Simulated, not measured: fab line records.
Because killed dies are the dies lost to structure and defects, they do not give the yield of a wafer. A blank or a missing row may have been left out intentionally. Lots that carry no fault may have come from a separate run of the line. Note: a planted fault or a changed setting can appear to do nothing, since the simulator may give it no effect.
A single fault, viewed from 2 desks | flow ritCmos | each desk has only its own numbers; what lay behind them comes last

== THE TOOL OWNER'S DESK: furnace-03 ==
The tool's own readings at RIT_REOX_OXIDATION_03 (target thk 25.2 nm, ox time 5580 s): means of the sampled wafers that have a number, for each lot that ran on this tool. The brackets show how far a lot's mean lies from the usual mean; more than 4 standard deviations puts the lot out of limits, marked OUT.
Columns: A = spikeTcSourceC at RIT_REOX_OXIDATION_03, usual 925.1 C
lot  | first seen here | A
L474 | day 3 00:28     | 923.6
L479 | day 4 00:23     | 924.3
L480 | day 4 00:23     | 923.8
L481 | day 4 02:56     | 924.3
L482 | day 4 13:49     | 925.2
L484 | day 4 18:55     | 924.1
L496 | day 7 22:18     | 922.8
L497 | day 7 22:18     | 923.9
This desk found nothing out of limits on any of the 8 lots.

== METROLOGY DESK ==
What the gauges read, lot by lot, whatever tool the lot ran on: means of the sampled wafers that have a number. The brackets show how far a lot's mean lies from the usual mean; more than 4 standard deviations puts the lot out of limits, marked OUT.
Columns: A = INCOMING_BOW at RIT_ACTIVE_BOW_MEAS_00, usual 0 um; B = REOX_OXIDE_THK at RIT_REOX_THK_MEAS_04, usual 24.9 nm; C = CONTACT_TEOS_THK at RIT_CONTACT_THK_MEAS_01, usual 401 nm
lot  | first seen here | A  | B              | C
L474 | day 1 10:01     | -1 | 24.8           | 404
L475 | day 1 15:01     | 1  | 25.2           | 400
L476 | day 1 20:02     | -4 | 25.5           | 394
L478 | day 2 06:04     | 1  | 25.2           | 401
L479 | day 2 11:02     | 4  | 25.3           | 402
L480 | day 2 16:02     | 1  | 24.5           | 401
L481 | day 2 21:00     | -7 | 24.6           | 399
L482 | day 3 02:02     | 0  | 14.8 (-18) OUT | 406
L484 | day 3 12:04     | 1  | 13.6 (-20) OUT | 404
L486 | day 3 22:01     | 0  | 25.0           | 399
L488 | day 4 08:01     | 4  | 25.9           | 403
L489 | day 4 13:01     | -1 | 24.5           | 411
L496 | day 6 00:00     | 2  | 24.4           | 395
L497 | day 6 05:02     | 0  | 23.9           | 397
This desk's result: L482, L484 out of limits, first on L482 (REOX_OXIDE_THK at RIT_REOX_THK_MEAS_04), day 4 16:23. L474, L475, L476, L478, L479, L480, L481, L486, L488, L489, L496, L497: within limits.

== TAKEN TOGETHER ==
The metrology desk could have raised an alarm at day 4 16:23, on L482, L484.
The desk of the tool owner found nothing out of limits.
On record at the tool owner's desk: L482, L484, within its limits.
The lots listed all ran RIT_REOX_OXIDATION_03 on furnace-03.

== WHAT THE SIMULATOR HAD PUT IN ==
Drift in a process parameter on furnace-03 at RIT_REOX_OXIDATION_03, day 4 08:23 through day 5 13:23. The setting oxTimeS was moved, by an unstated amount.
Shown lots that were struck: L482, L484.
Hours from the fault's start to each desk's first reading out of limits: the metrology desk, 8.
